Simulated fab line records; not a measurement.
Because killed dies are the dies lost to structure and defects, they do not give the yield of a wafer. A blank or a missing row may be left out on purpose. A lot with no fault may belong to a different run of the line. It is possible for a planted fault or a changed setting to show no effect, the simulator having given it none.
Problem report in the 8D (eight disciplines) form, filled by code | flow rit-cmos | the parts of the form that need people (team, actions taken, sign-off) are left out

== 1. WHAT IS WRONG ==
Wafers free of any fault read 249.5 nm (standard deviation 2.1) for SPACER_NITRIDE_THK at RIT_SPACER_THK_MEAS_04, against a mean of 211.9 nm on 9 wafers of 3 lots. Measured from the usual mean, that is -18 standard deviations.
Earliest sighting: wafer L860.2 on film-metro-04 at day 4 04:34. At this step, 45 wafers from 15 lots have a number in the record. Rule for "out", or "out of limits": more than 4 standard deviations from the usual mean. All remaining wafers that have a number are taken as sound.

== 2. WHAT IT IS, AND WHAT IT ISN'T ==
question                    | is                           | is not
which readings at this step | SPACER_NITRIDE_THK           | -
which lots                  | L860, L862, L863             | L854, L855, L859, L866, L867, L869, L870, L872, L873, L874, L875, L876
which wafers of those lots  | all that have a number       | -
read on which gauges        | film-metro-01, film-metro-04 | -
when                        | from day 4 04:34             | up to then (9 sound wafers); but 27 sound wafers of L866, L867, L869, L870, L872, L873, L874, L875, L876 came after

== 3. WHAT RULES OUT EACH SUSPECT ==
Counting: any tool at a process step up to the reading is kept as a suspect provided that every lot that is out went through it and no sound lot did after the first of them.
- the gauge at RIT_SPACER_THK_MEAS_04 is ruled out. Those wafers that are out were read across 2 gauges (film-metro-01, film-metro-04).
- lpcvd-02 at RIT_SPACER_CVD_03 (deposits Si3N4 from SiH2Cl2/NH3, target thk 250 nm, time 3300 s): ruled out as a lasting fault. The sound lots L867, L870, L872, L875, L876 went through it after L860, its earliest lot that is out (day 4 02:38).
Left after counting: nothing in the record.

== 4. THE CAUSE (what the simulator had put in) ==
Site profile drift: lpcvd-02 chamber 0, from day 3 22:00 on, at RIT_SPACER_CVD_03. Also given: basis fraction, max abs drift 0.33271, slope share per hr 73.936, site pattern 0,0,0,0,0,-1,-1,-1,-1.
The count ruled it out by mistake, since the rule takes a fault to strike every lot its tool runs from the start of the fault on, and this one did not do so.

== 5. SEQUENCE OF EFFECTS, ordered by route ==
Each row: a reading where the mean over the struck wafers with a number is more than 3 standard deviations away from the usual. Readings are gone through only where the record gives a usual standard deviation; hours: the median, over the lots, of the time from a lot's start at the first step in this table giving one to that lot's start at this step; sigmas: the change measured in usual standard deviations.
hours | step                   | reading            | usual      | on struck wafers | change | sigmas
0     | RIT_SPACER_THK_MEAS_04 | SPACER_NITRIDE_THK | 249.5 nm   | 211.9            | -37.6  | -18
0     | RIT_SPACER_ETCHBACK_05 | oes-product-au     | 0.845 a.u. | 0.753            | -0.092 | -7.1
Its process steps:
- RIT_SPACER_ETCHBACK_05: etches Si3N4 in SF6/CHF3, stops on SiO2, target depth 250 nm, time 240 s.
Later steps that measure or inspect, where all struck wafers having a row at the step show a number for every such reading and not one has moved that far: RIT_SILICIDE_RS_MEAS_02, RIT_CONTACT_CD_MEAS_90.

== 6. HOW IT WOULD HAVE BEEN CAUGHT EARLIER ==
7 hours passed between the start of the fault at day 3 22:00 and the first reading out of limits at a measuring or inspecting step in this record, taken at day 4 04:34.
Tool readings at RIT_SPACER_CVD_03 with a usual standard deviation given in the record: none out on any struck wafer, hence no alarm at a limit of 4 standard deviations on them.
